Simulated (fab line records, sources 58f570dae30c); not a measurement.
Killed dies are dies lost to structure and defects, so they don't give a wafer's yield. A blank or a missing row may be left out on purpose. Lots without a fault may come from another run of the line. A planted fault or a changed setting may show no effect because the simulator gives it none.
Split-lot experiment | flow berkeley_cmos170 | 5 lots, 23 wafers read, on a route of 331 steps

THE SPLIT
At UCB170_M1_COAT_04 (resist thk 900 nm), the setting resist_thk_nm was moved away from the recipe's 900 nm on 5 of the 23 wafers read, by +2.6% to +2.8%. The other wafers ran this setting at the recipe's value.

FROM THE SPLIT TO THE READING: what the file shows between them, 3 steps
- UCB170_M1_SOFTBAKE_05: time 60 s
- UCB170_M1_EXPOSE_06: exposes mask METAL1, target cd 700 nm
- UCB170_M1_ETCH_11: etches BARC in N2/H2

THE READING
KrF_of_M1_COAT_04.thk_nm (the simulator's own value, which no gauge read), in nm, at UCB170_M1_METAL_ETCH_12 (etches Al in Cl2/BCl3, stops on PSG, target depth 780 nm, time 130 s). The file gives no usual value for it. The 18 wafers here that ran the recipe average 437.5 nm, standard deviation 3.1 nm.

wafer  | tool, chamber at the split | resist_thk_nm as run, nm | against the recipe | KrF_of_M1_COAT_04.thk_nm, nm | against lot-mates on the recipe
L075.1 | litho_track-03, 0          | 900                      | recipe             | 441.3                        | -
L075.2 | litho_track-03, 0          | 900                      | recipe             | 438.4                        | -
L075.3 | litho_track-03, 0          | 900                      | recipe             | 437.7                        | -
L075.4 | litho_track-03, 0          | 900                      | recipe             | 441                          | -
L075.5 | litho_track-03, 0          | 900                      | recipe             | 434.5                        | -
L079.2 | litho_track-01, 0          | 900                      | recipe             | 435                          | -
L079.3 | litho_track-01, 0          | 923.4                    | +2.6%              | 467.6                        | +30.0
L079.4 | litho_track-01, 0          | 923.4                    | +2.6%              | 459.2                        | +21.6
L079.5 | litho_track-01, 0          | 923.4                    | +2.6%              | 459.9                        | +22.2
L079.6 | litho_track-01, 0          | 900                      | recipe             | 440.3                        | -
L082.1 | litho_track-01, 0          | 900                      | recipe             | 440.5                        | -
L082.2 | litho_track-01, 0          | 900                      | recipe             | 430.7                        | -
L082.4 | litho_track-01, 0          | 925.4                    | +2.8%              | 468.2                        | +33.9
L082.5 | litho_track-01, 0          | 900                      | recipe             | 431.6                        | -
L082.6 | litho_track-01, 0          | 925.4                    | +2.8%              | 465                          | +30.7
L083.1 | litho_track-01, 0          | 900                      | recipe             | 439.4                        | -
L083.2 | litho_track-01, 0          | 900                      | recipe             | 438.5                        | -
L083.3 | litho_track-01, 0          | 900                      | recipe             | 434.5                        | -
L083.4 | litho_track-01, 0          | 900                      | recipe             | 439.9                        | -
L083.6 | litho_track-01, 0          | 900                      | recipe             | 440.9                        | -
L084.1 | litho_track-03, 0          | 900                      | recipe             | 435.6                        | -
L084.2 | litho_track-03, 0          | 900                      | recipe             | 438.2                        | -
L084.5 | litho_track-03, 0          | 900                      | recipe             | 437.2                        | -

THE FIT
A straight line over all 23 wafers: KrF_of_M1_COAT_04.thk_nm changes by +9.86 nm for each +1% of resist_thk_nm; r = +0.96; the points scatter about the line by 3.3 nm.
The same after taking each lot's own level away (the mean of its wafers on the recipe; 23 wafers): +10.3 nm for each +1%; r = +0.97; scatter 3.2 nm.
On that fit, the largest move of resist_thk_nm shifts the reading by 29 nm.
The lots' own levels span 434.27 to 438.64 nm, that is 1.4 times the standard deviation above.
So the lot-to-lot level changes the slope little: the two slopes agree.
Check: with one of the wafers moved furthest among these (+2.8%) left out of the fit, the line predicts +27.8 nm for it against its lot-mates. It came out at +33.9 nm against them.

OTHER SPLITS ON THESE WAFERS
These wafers also went through other splits before the reading. Each is held against what the fit with the lots' levels taken away leaves over:
other split on the same wafers    | wafers away from the commonest value | r with KrF_of_M1_COAT_04.thk_nm (lot level and that fit taken away)
UCB170_GATE_EXPOSE_09 dose_mj     | 7                                    | +0.14
UCB170_NLDD_COAT_01 resist_thk_nm | 10                                   | -0.16
UCB170_PSD_IMPLANT_08 energy_kev  | 10                                   | +0.09

THE WHOLE CHAIN: every reading that the file lists as answering this split, in the file's order
step                    | what it does                                                         | reading                                                                   | change (the file's fit)              | r (the file's)
UCB170_M1_COAT_04       | resist thk 900 nm                                                    | KrF_of_M1_COAT_04.thk_nm (the simulator's own value, which no gauge read) | +9.56 nm for each +1% of the setting | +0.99
UCB170_M1_METAL_ETCH_12 | etches Al in Cl2/BCl3, stops on PSG, target depth 780 nm, time 130 s | KrF_of_M1_COAT_04.thk_nm (the simulator's own value, which no gauge read) | +10.5 nm for each +1% of the setting | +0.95

THE FILE'S OWN FIT
KrF_of_M1_COAT_04.thk_nm changes by +10.5 nm for each +1% of resist_thk_nm, r = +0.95.
